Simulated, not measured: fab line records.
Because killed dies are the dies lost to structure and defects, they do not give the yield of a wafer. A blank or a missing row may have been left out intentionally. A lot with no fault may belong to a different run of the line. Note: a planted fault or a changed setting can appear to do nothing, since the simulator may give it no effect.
Which tool was responsible? | flow rit-cmos | 15 lots, 45 wafers sampled, at 2 steps of a route of 202

== WHAT THE GAUGES SHOWED, per wafer ==
Not one reading of a measure or inspect step in the record can be checked against a usual standard deviation.

== TOOL THAT RAN EACH LOT (tool first, then ch and the chambers of the sampled wafers, then the start) ==
lot  | RIT_PSD_STRIP_09                    | RIT_M1_PROBE_99
L321 | plasma-asher-02 ch 0,1, day 3 05:14 | -
L322 | plasma-asher-01 ch 0,1, day 3 11:38 | -
L323 | plasma-asher-02 ch 0, day 3 16:33   | -
L324 | plasma-asher-01 ch 0,1, day 3 22:19 | -
L325 | plasma-asher-01 ch 0,1, day 4 03:01 | -
L326 | plasma-asher-03 ch 0,1, day 4 06:05 | -
L327 | plasma-asher-01 ch 0,1, day 4 12:35 | -
L329 | plasma-asher-01 ch 0,1, day 4 22:14 | -
L330 | plasma-asher-02 ch 0,1, day 5 02:49 | -
L331 | plasma-asher-02 ch 0,1, day 5 07:33 | -
L332 | plasma-asher-02 ch 0,1, day 5 13:30 | -
L333 | plasma-asher-02 ch 0,1, day 5 18:49 | -
L335 | plasma-asher-01 ch 0,1, day 6 07:00 | prober-01, day 6 15:01
L338 | plasma-asher-01 ch 0,1, day 6 20:47 | prober-02, day 7 05:51
L340 | plasma-asher-01 ch 0,1, day 7 10:59 | prober-02, day 7 19:40
- RIT_PSD_STRIP_09: strips in O2, time 180 s.
- RIT_M1_PROBE_99

== WHAT THE TOOLS THEMSELVES READ (means of the sampled wafers that have a number; where no wafer has one, the mark that the record gives instead) ==
RIT_PSD_STRIP_09. Usual: drypump-motor-current-A 5.39 A, standard deviation 0.26.
lot  | tool            | drypump-motor-current-A (A) | flag
L321 | plasma-asher-02 | 5.42                        |
L322 | plasma-asher-01 | 5.30                        |
L323 | plasma-asher-02 | 4.97                        |
L324 | plasma-asher-01 | 5.33                        |
L325 | plasma-asher-01 | 5.29                        |
L326 | plasma-asher-03 | 5.77                        |
L327 | plasma-asher-01 | 5.30                        |
L329 | plasma-asher-01 | 5.29                        |
L330 | plasma-asher-02 | 5.20                        |
L331 | plasma-asher-02 | 5.20                        |
L332 | plasma-asher-02 | 5.42                        |
L333 | plasma-asher-02 | 5.40                        |
L335 | plasma-asher-01 | 5.29                        |
L338 | plasma-asher-01 | 5.33                        |
L340 | plasma-asher-01 | 5.29                        |

RIT_M1_PROBE_99. Usual: killed_at_M0_to_M3 0.0, standard deviation 0.16; killed-at-contacts 0.1, standard deviation 0.25; killed-at-front-end 7, standard deviation 3.1; killed-dies 7, standard deviation 3.1; killed-open 3.6, standard deviation 2; killed-short 3.5, standard deviation 2.
lot  | tool      | killed_at_M0_to_M3 | killed-at-contacts | killed-at-front-end | killed-dies | killed-open | killed-short | flag
L335 | prober-01 | 0.0                | 0.0                | 43                  | 43          | 5.3         | 4.0          | OFF
L338 | prober-02 | 0.0                | 0.0                | 38                  | 38          | 3.7         | 2.3          | OFF
L340 | prober-02 | 0.0                | 0.3                | 39                  | 40          | 3.3         | 3.3          | OFF

== THE ANSWER, worked out from the rows above alone ==
Rule: a lot is off if the mean of its wafers that have a number lies more than 3 standard deviations from the usual mean. Also off: a lot with no number at a reading for which 4 or more lots have one. Any other lot the step has rows for is counted as sound. After the gauges, taken in route order, come the tools' own readings; for these a lot's mean is taken, as printed above. At the first step where some lot is off, the reading lying furthest off is the one used; lots without a number count as furthest.
Off: L335, L338, L340 (RIT_M1_PROBE_99, killed-at-front-end). Neither off nor sound, because the step has no rows for them: L321, L322, L323, L324, L325, L326, L327, L329, L330, L331, L332, L333.
A tool fits if, at that step or a process step before it, it ran every lot that is off, and no sound lot after the first of them. One fits: RIT_PSD_STRIP_09 on plasma-asher-01. It ran no sound lot before its first lot that is off in this sample, so the start can't be narrowed down.

== WHAT THE SIMULATOR HAD PUT IN ==
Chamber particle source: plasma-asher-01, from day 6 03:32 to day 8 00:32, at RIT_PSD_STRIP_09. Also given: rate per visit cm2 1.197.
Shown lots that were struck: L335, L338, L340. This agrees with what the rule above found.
